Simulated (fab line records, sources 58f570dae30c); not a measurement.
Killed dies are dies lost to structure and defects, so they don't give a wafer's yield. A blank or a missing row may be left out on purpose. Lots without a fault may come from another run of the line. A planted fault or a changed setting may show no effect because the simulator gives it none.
Chamber matching | flow berkeley_cmos170 | UCB170_V1_CMP_02 on cmp-02: 4 sister chambers
The step polishes SiO2. 20 wafers are shown with their chamber, then 10 later ones without.

WAFERS WITH THEIR CHAMBER
wafer  | chamber | motor_current_A (A) | edge_zone_pressure_frac
L697.1 | 2       | 18.1                | 1.010
L697.2 | 1       | 14.3                | 0.994
L697.3 | 0       | 17.9                | 1.003
L700.1 | 0       | 17.6                | 0.993
L700.3 | 3       | 15.9                | 1.005
L700.5 | 2       | 17.5                | 1.000
L704.3 | 3       | 15.9                | 0.998
L704.4 | 0       | 17.6                | 1.000
L704.5 | 3       | 16.0                | 1.000
L705.1 | 3       | 16.4                | 1.003
L705.4 | 1       | 13.4                | 1.000
L705.5 | 2       | 18.5                | 1.002
L708.2 | 3       | 16.0                | 0.997
L708.3 | 0       | 16.8                | 0.998
L708.5 | 3       | 16.3                | 0.996
L711.2 | 0       | 17.2                | 0.996
L711.3 | 3       | 16.4                | 0.998
L711.6 | 1       | 14.6                | 0.998
L716.1 | 3       | 16.7                | 1.005
L716.2 | 1       | 13.8                | 1.002

SIGNATURES (means of the wafers above)
reading                 | chamber 0 | chamber 1 | chamber 2 | chamber 3 | scatter within a chamber
motor_current_A         | 17.420    | 14.025    | 18.033    | 16.200    | 0.409
edge_zone_pressure_frac | 0.99800   | 0.99850   | 1.00400   | 1.00025   | 0.00388
Rule: a wafer's distance from a chamber is the root of the sum, over the readings, of the square of ((its reading less the chamber's mean) divided by the reading's scatter). The wafer belongs to the nearest chamber; if the next one is less than 2 further off, it can't be placed. The scatter: the root of (the sum of the squares of (reading less its chamber's mean) over the shown wafers, divided by (wafers less chambers)).

WAFERS WITHOUT THEIR CHAMBER
wafer  | motor_current_A (A) | edge_zone_pressure_frac
L716.4 | 18.0                | 1.005
L720.2 | 15.9                | 0.997
L720.3 | 13.4                | 0.989
L720.6 | 17.9                | 0.990
L719.1 | 16.9                | 0.993
L719.2 | 14.6                | 0.997
L719.4 | 17.1                | 1.003
L717.1 | 14.3                | 0.998
L717.2 | 18.2                | 1.005
L717.6 | 16.2                | 1.003

WHICH CHAMBER EACH WENT THROUGH
wafer  | from the rows above          | in truth
L716.4 | 2                            | 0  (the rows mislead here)
L720.2 | 3                            | 3
L720.3 | 1                            | 1
L720.6 | can't be placed: 0 or 2      | 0
L719.1 | can't be placed: 0 or 3      | 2
L719.2 | 1                            | 1
L719.4 | can't be placed: 0 or 2 or 3 | 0
L717.1 | 1                            | 1
L717.2 | 2                            | 2
L717.6 | 3                            | 3
Placed correctly: 6 of 10. Can't be placed from these rows: 3 (the true chamber is among the candidates in 2). Placed wrongly: 1.
